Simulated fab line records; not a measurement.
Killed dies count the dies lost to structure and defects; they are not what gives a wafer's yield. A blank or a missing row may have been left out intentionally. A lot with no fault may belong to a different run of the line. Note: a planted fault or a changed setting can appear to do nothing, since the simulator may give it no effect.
What tool caused it?	flow berkeleyCmos170	Sampling: 7 lots, 21 wafers, 5 of 331 route steps

WHAT THE GAUGES SHOWED, per wafer
UCB170_M2_RS_MEAS_02: the measuring method here is four-point-probe.
lot	measured	on	M2_AL_RS (ohm/sq)
L393	day 8 05:41	filmMetro-03	0.0322 0.0325 0.0322
L395	day 8 23:32	filmMetro-04	0.0323 0.0325 0.0324
L397	day 9 09:46	filmMetro-04	0.0327 0.0327 0.0323
L401	day 9 19:24	filmMetro-03	0.0317 0.0317 0.0318
L405	day 10 14:26	filmMetro-03	0.0319 0.0319 0.0319
L408	day 11 14:59	filmMetro-03	0.0324 0.0327 0.0326
L412	day 12 04:14	filmMetro-03	0.0320 0.0323 0.0323

WHAT TOOL EACH LOT RAN ON (gives the tool, then ch and the chambers of the sampled wafers, and finally the start)
lot	UCB170_CONTACT_RTA_08	UCB170_M1_STRIP_13	UCB170_V1_ETCH_14	UCB170_V1_STRIP_15
L393	rtpAnneal-02 ch 0, day 7 17:44	plasmaAsher-03 ch 1, day 7 22:19	rieDiel-03 ch 1,2,3, day 8 05:08	plasmaAsher-01 ch 0, day 8 05:19
L395	rtpAnneal-02 ch 0, day 8 11:47	plasmaAsher-03 ch 0, day 8 17:30	rieDiel-02 ch 0,2,3, day 8 22:58	plasmaAsher-02 ch 0,1, day 8 23:08
L397	rtpAnneal-02 ch 0, day 8 21:50	plasmaAsher-04 ch 0,1, day 9 02:10	rieDiel-04 ch 0,1,2, day 9 09:06	plasmaAsher-02 ch 0,1, day 9 09:17
L401	rtpAnneal-01 ch 0, day 9 09:10	plasmaAsher-01 ch 0,1, day 9 12:43	rieDiel-04 ch 0,2,3, day 9 18:49	plasmaAsher-03 ch 0,1, day 9 19:02
L405	rtpAnneal-01 ch 0, day 10 00:57	plasmaAsher-03 ch 0,1, day 10 04:29	rieDiel-04 ch 0,1,2, day 10 13:55	plasmaAsher-02 ch 0,1, day 10 14:02
L408	rtpAnneal-02 ch 0, day 10 22:40	plasmaAsher-01 ch 0,1, day 11 02:19	rieDiel-04 ch 0,1,3, day 11 14:26	plasmaAsher-02 ch 0,1, day 11 14:37
L412	rtpAnneal-01 ch 0, day 11 14:04	plasmaAsher-04 ch 0,1, day 11 18:22	rieDiel-02 ch 2,3, day 12 03:41	plasmaAsher-03 ch 0,1, day 12 03:52
- UCB170_CONTACT_RTA_08: time 10 s.
- UCB170_M1_STRIP_13: strips in O2.
- UCB170_V1_ETCH_14: etches SiO2 in CHF3/CF4/Ar, stops on Al, target depth 1250 nm, time 291 s.
- UCB170_V1_STRIP_15: strips in O2.

THE ANSWER, worked out from the rows above alone
Rule: what is usual is taken from the lots themselves. Put in order of their means at a reading, lots are off if they are a third of the lots or fewer, leave a main group of 4 or more, and stand apart from it by a gap of 3 or more times the standard deviation of the main group's means; of several such gaps the widest counts. Not used: any main group whose means are identical at the precision the tables above print for the reading. Also off: a lot with no number at a reading for which 4 or more lots have one. The other lots that the step has rows for count as sound.
No lot is off at any reading shown: from this, nothing can be told.

WHAT WAS PUT IN BY THE SIMULATOR
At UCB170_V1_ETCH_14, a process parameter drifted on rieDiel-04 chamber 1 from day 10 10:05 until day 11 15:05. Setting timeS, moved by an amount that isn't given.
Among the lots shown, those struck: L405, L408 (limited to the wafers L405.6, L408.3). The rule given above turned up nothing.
